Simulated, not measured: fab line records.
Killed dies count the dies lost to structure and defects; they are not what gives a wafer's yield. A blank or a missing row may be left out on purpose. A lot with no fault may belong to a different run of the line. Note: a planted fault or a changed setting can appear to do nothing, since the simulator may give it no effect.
Which of the tools did it? / flow rit cmos / 39 wafers from 13 lots sampled at 2 of the route's 202 steps

## WHAT THE GAUGES READ, wafer by wafer
RIT_FOX1_THK_MEAS_01. Usual: FOX1_OXIDE_THK typically reads 348 nm, with standard deviation 5.8.
lot=L808; measured=day 1 18:35; on=film metro-02; FOX1_OXIDE_THK (nm)=339 341 340; flag=
lot=L809; measured=day 1 23:55; on=film metro-01; FOX1_OXIDE_THK (nm)=360 359 355; flag=
lot=L810; measured=day 2 03:52; on=film metro-01; FOX1_OXIDE_THK (nm)=352 348 353; flag=
lot=L812; measured=day 2 14:29; on=film metro-02; FOX1_OXIDE_THK (nm)=315 315 322; flag=OFF
lot=L820; measured=day 4 08:02; on=film metro-03; FOX1_OXIDE_THK (nm)=352 349 347; flag=
lot=L821; measured=day 4 11:40; on=film metro-01; FOX1_OXIDE_THK (nm)=341 350 350; flag=
lot=L823; measured=day 4 22:12; on=film metro-01; FOX1_OXIDE_THK (nm)=347 349 343; flag=
lot=L825; measured=day 5 07:09; on=film metro-03; FOX1_OXIDE_THK (nm)=337 346 343; flag=
lot=L826; measured=day 5 12:22; on=film metro-03; FOX1_OXIDE_THK (nm)=344 340 342; flag=
lot=L827; measured=day 5 17:19; on=film metro-01; FOX1_OXIDE_THK (nm)=352 351 347; flag=
lot=L828; measured=day 5 22:34; on=film metro-01; FOX1_OXIDE_THK (nm)=346 353 351; flag=
lot=L829; measured=day 6 04:32; on=film metro-02; FOX1_OXIDE_THK (nm)=331 336 340; flag=
lot=L831; measured=day 6 13:32; on=film metro-03; FOX1_OXIDE_THK (nm)=356 355 358; flag=

## EACH LOT AND THE TOOL THAT RAN IT (in order: tool; ch and the chambers of the sampled wafers; start)
lot=L808; RIT_FOX1_OXIDATION_00=furnace-04 ch 0, day 1 17:15
lot=L809; RIT_FOX1_OXIDATION_00=furnace-04 ch 0, day 1 22:37
lot=L810; RIT_FOX1_OXIDATION_00=furnace-04 ch 0, day 2 02:34
lot=L812; RIT_FOX1_OXIDATION_00=furnace-04 ch 0, day 2 13:10
lot=L820; RIT_FOX1_OXIDATION_00=furnace-01 ch 0, day 4 06:42
lot=L821; RIT_FOX1_OXIDATION_00=furnace-03 ch 0, day 4 10:21
lot=L823; RIT_FOX1_OXIDATION_00=furnace-03 ch 0, day 4 20:53
lot=L825; RIT_FOX1_OXIDATION_00=furnace-03 ch 0, day 5 05:50
lot=L826; RIT_FOX1_OXIDATION_00=furnace-03 ch 0, day 5 11:03
lot=L827; RIT_FOX1_OXIDATION_00=furnace-01 ch 0, day 5 15:58
lot=L828; RIT_FOX1_OXIDATION_00=furnace-03 ch 0, day 5 21:15
lot=L829; RIT_FOX1_OXIDATION_00=furnace-01 ch 0, day 6 03:13
lot=L831; RIT_FOX1_OXIDATION_00=furnace-03 ch 0, day 6 12:13
- RIT_FOX1_OXIDATION_00: target thk 350.7 nm, ox time 1130 s.

## AS READ BY THE TOOLS THEMSELVES (means over the sampled wafers that have a number; for cases with no such wafer, the mark the record gives instead)
RIT_FOX1_OXIDATION_00. Usual: zone power source pct at 43 %, with a standard deviation of 4.
lot=L808; tool=furnace-04; zone power source pct (%)=38; flag=
lot=L809; tool=furnace-04; zone power source pct (%)=38; flag=
lot=L810; tool=furnace-04; zone power source pct (%)=38; flag=
lot=L812; tool=furnace-04; zone power source pct (%)=38; flag=
lot=L820; tool=furnace-01; zone power source pct (%)=48; flag=
lot=L821; tool=furnace-03; zone power source pct (%)=42; flag=
lot=L823; tool=furnace-03; zone power source pct (%)=42; flag=
lot=L825; tool=furnace-03; zone power source pct (%)=42; flag=
lot=L826; tool=furnace-03; zone power source pct (%)=42; flag=
lot=L827; tool=furnace-01; zone power source pct (%)=48; flag=
lot=L828; tool=furnace-03; zone power source pct (%)=42; flag=
lot=L829; tool=furnace-01; zone power source pct (%)=49; flag=
lot=L831; tool=furnace-03; zone power source pct (%)=42; flag=

## THE ANSWER, worked out from the rows above alone
Rule: a lot is off if the mean of its wafers that have a number lies more than 3 standard deviations from the usual mean. A lot without any number at a reading at which 4 lots or more have one is off too. The other lots that the step has rows for count as sound. The gauges are gone through in route order, then the tools' own readings, and for those a lot's mean is taken as printed above. At the first step where some lot is off, the reading lying furthest off is the one used; lots without a number count as furthest.
Off: at RIT_FOX1_THK_MEAS_01 (FOX1_OXIDE_THK), L812.
If a tool, at a process step before that reading, ran all the lots that are off and no sound lot after the first of them, it fits. Those tools and the gauges at RIT_FOX1_THK_MEAS_01 are tried in the same way. One fits: RIT_FOX1_OXIDATION_00 on furnace-04. A fault onset in the window from L810 (day 2 02:34, its last sound lot) to L812 (day 2 13:10, its first lot off) fits.

## WHAT THE SIMULATOR PUT IN
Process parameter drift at RIT_FOX1_OXIDATION_00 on furnace-04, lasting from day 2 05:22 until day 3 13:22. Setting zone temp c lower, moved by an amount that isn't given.
Lots struck among those shown: L812. The same result came from the rule above.
